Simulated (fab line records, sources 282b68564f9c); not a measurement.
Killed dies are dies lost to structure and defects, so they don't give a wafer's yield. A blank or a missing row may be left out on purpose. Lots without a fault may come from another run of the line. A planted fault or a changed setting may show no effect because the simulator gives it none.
A struck lot beside a sound one | flow rit_cmos | 27 steps out of a route of 202
Sound: wafers L904.1, L904.3, L904.4. Struck: wafers L898.2, L898.5, L898.6. The cause comes at the end.
At each step with rows: each side's tool, then ch and its chambers, then its first start. Under that, the readings that differ: sound wafers | struck wafers | difference of the means | sigmas: that difference in standard deviations of wafers without a fault.
alike: readings whose means differ by less than 2 such deviations, and words and numbers that are the same on both sides. not compared: withheld readings, readings that some wafer has no value for, bounds like >300 that may hide the same value, and numbers for which the record gives no deviation and whose values overlap.
The two part at a step that has a row with sigmas, a row that says differs or no value, or rows on one side only. Numbers that don't overlap but have no deviation are shown without sigmas and don't part them. A reading that every wafer of one side lacks parts them only if that side has two wafers or more.

RIT_ACTIVE_BOW_MEAS_00:
  sound on film_metro-04, day 4 08:00; struck on film_metro-04, day 3 02:01
  alike: INCOMING_BOW
then, 1 step without rows for these wafers: RIT_ACTIVE_OXIDATION_01 (target thk 46.8 nm, ox time 3360 s).
RIT_ACTIVE_THK_MEAS_02:
  sound on film_metro-03, day 4 12:05; struck on film_metro-03, day 3 04:04
  reading               | sound          | struck         | difference | sigmas
  ACTIVE_OXIDE_THK (nm) | 47.0 48.0 47.2 | 45.8 45.8 45.6 | -1.7       | -2
RIT_ACTIVE_CVD_03: deposits Si3N4 from SiH2Cl2/NH3, target thk 150 nm, time 1500 s.
  sound on lpcvd-01 ch 0, day 4 12:09; struck on lpcvd-02 ch 0, day 3 04:07
  reading                                  | sound             | struck            | difference | sigmas
  model.Si3N4_of_ACTIVE_CVD_03.thk_nm (nm) | 151.4 150.8 150.1 | 139.8 139.7 139.1 | -11.2      |
  alike: zone_power_load_pct
RIT_ACTIVE_THK_MEAS_04:
  sound on film_metro-03, day 4 13:34; struck on film_metro-01, day 3 05:32
  reading                 | sound             | struck            | difference | sigmas
  ACTIVE_NITRIDE_THK (nm) | 151.2 150.8 150.2 | 139.9 139.8 139.1 | -11.1      | -9
then, 6 steps without rows for these wafers: RIT_ACTIVE_HMDS_05 (prime time 60 s); RIT_ACTIVE_COAT_06 (resist thk 1000 nm); RIT_ACTIVE_SOFTBAKE_07 (time 60 s); RIT_ACTIVE_EXPOSE_08 (exposes mask M1, target cd 1400 nm); RIT_ACTIVE_PEB_09; RIT_ACTIVE_DEVELOP_10 (develop time 50 s).
RIT_ACTIVE_CD_MEAS_11: target cd 1400 nm.
  sound on cd_sem-01, day 4 14:29; struck on cd_sem-02, day 3 06:35
  alike: cd_nm
then, 1 step without rows for these wafers: RIT_ACTIVE_HARDBAKE_12 (time 60 s).
RIT_ACTIVE_ETCH_13: etches Si3N4 in SF6, stops on SiO2, time 210 s, target depth 210 nm.
  sound on rie_diel-04 ch 0,1,3, day 4 14:45; struck on rie_diel-03 ch 2,3, day 3 06:50
  reading                            | sound             | struck            | difference | sigmas
  oes_product_au (a.u.)              | 0.844 0.832 0.830 | 0.782 0.776 0.806 | -0.047     | -3
  throttle_valve_pct (%)             | 7.55 7.62 7.66    | 7.38 7.40 7.27    | -0.26      | -2
  model.ACTIVE.feature_depth_nm (nm) | 151.9 150.9 150.1 | 140.5 140.4 139.2 | -10.9      |
  model.etch.depth_nm (nm)           | 151.4 150.8 150.1 | 139.8 139.7 139.1 | -11.2      |
  alike: drypump_motor_current_A
  not compared: rf_hours_counter_h
RIT_ACTIVE_STRIP_14: strips in O2, time 180 s.
  sound on plasma_asher-04 ch 0,1, day 4 14:53; struck on plasma_asher-04 ch 0,1, day 3 06:58
  alike: drypump_motor_current_A
  not compared: rf_hours_counter_h
RIT_ACTIVE_CD_MEAS_90: target cd 1400 nm.
  sound on cd_sem-02, day 4 15:03; struck on cd_sem-02, day 3 07:10
  alike: cd_nm
then, 4 steps without rows for these wafers: RIT_ACTIVE_CLEAN_15 (cleans in SC1, time 600 s); RIT_ACTIVE_CLEAN_16 (cleans in dHF, time 30 s); RIT_ACTIVE_CLEAN_17 (cleans in SC2, time 600 s); RIT_FOX1_OXIDATION_00 (target thk 350.7 nm, ox time 1130 s).
RIT_FOX1_THK_MEAS_01:
  sound on film_metro-03, day 4 17:53; struck on film_metro-03, day 3 09:14
  alike: FOX1_OXIDE_THK
then, 2 steps without rows for these wafers: RIT_FOX1_WET_ETCH_02 (etches SiO2 in BOE, target depth 350 nm, time 390 s); RIT_FOX2_OXIDATION_00 (target thk 350.7 nm, ox time 1130 s).
RIT_FOX2_THK_MEAS_01:
  sound on film_metro-02, day 4 19:22; struck on film_metro-04, day 3 10:44
  alike: FOX2_OXIDE_THK
RIT_FOX2_CLEAN_02: cleans in dHF, time 180 s.
  sound on wet_bench-03 ch 2, day 4 19:26; struck on wet_bench-04 ch 0, day 3 10:47
  reading                                  | sound           | struck          | difference | sigmas
  model.Si3N4_of_ACTIVE_CVD_03.thk_nm (nm) | 132.2 131.6 131 | 120.7 120.6 120 | -11.2      |
then, 1 step without rows for these wafers: RIT_FOX2_WET_ETCH_03 (etches Si3N4 in H3PO4, target depth 195 nm, time 2700 s).
RIT_M1_PROBE_99:
  sound on prober-01, day 6 21:32; struck on prober-01, day 5 03:40
  alike: killed_at_front_end, killed_dies, killed_open, killed_short

WHERE THEY PART
First at RIT_ACTIVE_THK_MEAS_02; last, within this record, at RIT_ACTIVE_ETCH_13. Later steps at which nothing parts them and some readings are alike: RIT_ACTIVE_STRIP_14, RIT_ACTIVE_CD_MEAS_90, RIT_FOX1_THK_MEAS_01, RIT_FOX2_THK_MEAS_01, RIT_M1_PROBE_99.

WHY: what the simulator had put in
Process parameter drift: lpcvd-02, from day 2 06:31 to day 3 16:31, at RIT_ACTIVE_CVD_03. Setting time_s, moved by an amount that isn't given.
